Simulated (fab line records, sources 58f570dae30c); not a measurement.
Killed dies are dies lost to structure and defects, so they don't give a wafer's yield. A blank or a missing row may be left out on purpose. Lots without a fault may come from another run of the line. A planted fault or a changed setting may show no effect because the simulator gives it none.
One fault seen from 2 desks | flow berkeley_cmos170 | each desk has only its own numbers; what lay behind them comes last

THE TOOL OWNER'S DESK: litho_track-01
The tool's own readings at UCB170_PWELL_DEVELOP_12 (develop time 45 s): means of the sampled wafers that have a number, for each lot that ran on this tool. A lot is out of limits, marked OUT, if its mean lies more than 4 standard deviations from the usual mean; the brackets give that distance.
Columns: A = chill_plate_temp_C at UCB170_PWELL_DEVELOP_12, usual 23.00 C; B = exhaust_pa at UCB170_PWELL_DEVELOP_12, usual 45.2 Pa
lot  | first seen here | A     | B
L862 | day 3 16:00     | 22.91 | 46.0
L867 | day 4 14:00     | 22.99 | 45.3
L876 | day 6 16:00     | 23.00 | 45.0
L880 | day 7 15:00     | 23.02 | 45.0
L881 | day 7 21:00     | 23.02 | 45.5
L882 | day 7 22:00     | 22.94 | 44.7
This desk's finding: nothing out of limits on any of the 6 lots.

THE METROLOGY DESK
What the gauges read, lot by lot, whatever tool the lot ran on: means of the sampled wafers that have a number. A lot is out of limits, marked OUT, if its mean lies more than 4 standard deviations from the usual mean; the brackets give that distance.
Columns: A = START_OXIDE_THK at UCB170_START_THK_MEAS_03, usual 20.1 nm; B = cd_nm at UCB170_ACTIVE_CD_MEAS_13, usual 1199.5 nm
lot  | first seen here | A    | B
L860 | day 1 12:37     | 20.6 | 1200.1
L862 | day 2 00:14     | 20.2 | 1199.4
L863 | day 2 04:49     | 20.3 | -
L864 | day 2 09:46     | 19.8 | 1199.0
L866 | day 2 21:01     | 20.3 | -
L867 | day 3 01:31     | 20.4 | 1199.1
L874 | day 4 11:46     | 19.8 | 1199.3
L875 | day 4 17:55     | 19.7 | 1200.4
L876 | day 4 22:01     | 20.2 | 1200.5
L878 | day 5 07:11     | 20.2 | 1199.1
L880 | day 5 22:41     | 19.6 | 1199.5
L881 | day 5 22:41     | 19.2 | 1197.6
L882 | day 6 11:18     | 19.5 | 1199.2
L883 | day 6 11:18     | 20.3 | 1200.1
This desk's finding: nothing out of limits on any of the 14 lots.

PUT TOGETHER
The tool owner's desk saw nothing out of limits.
The metrology desk saw nothing out of limits.

WHAT THE SIMULATOR HAD PUT IN
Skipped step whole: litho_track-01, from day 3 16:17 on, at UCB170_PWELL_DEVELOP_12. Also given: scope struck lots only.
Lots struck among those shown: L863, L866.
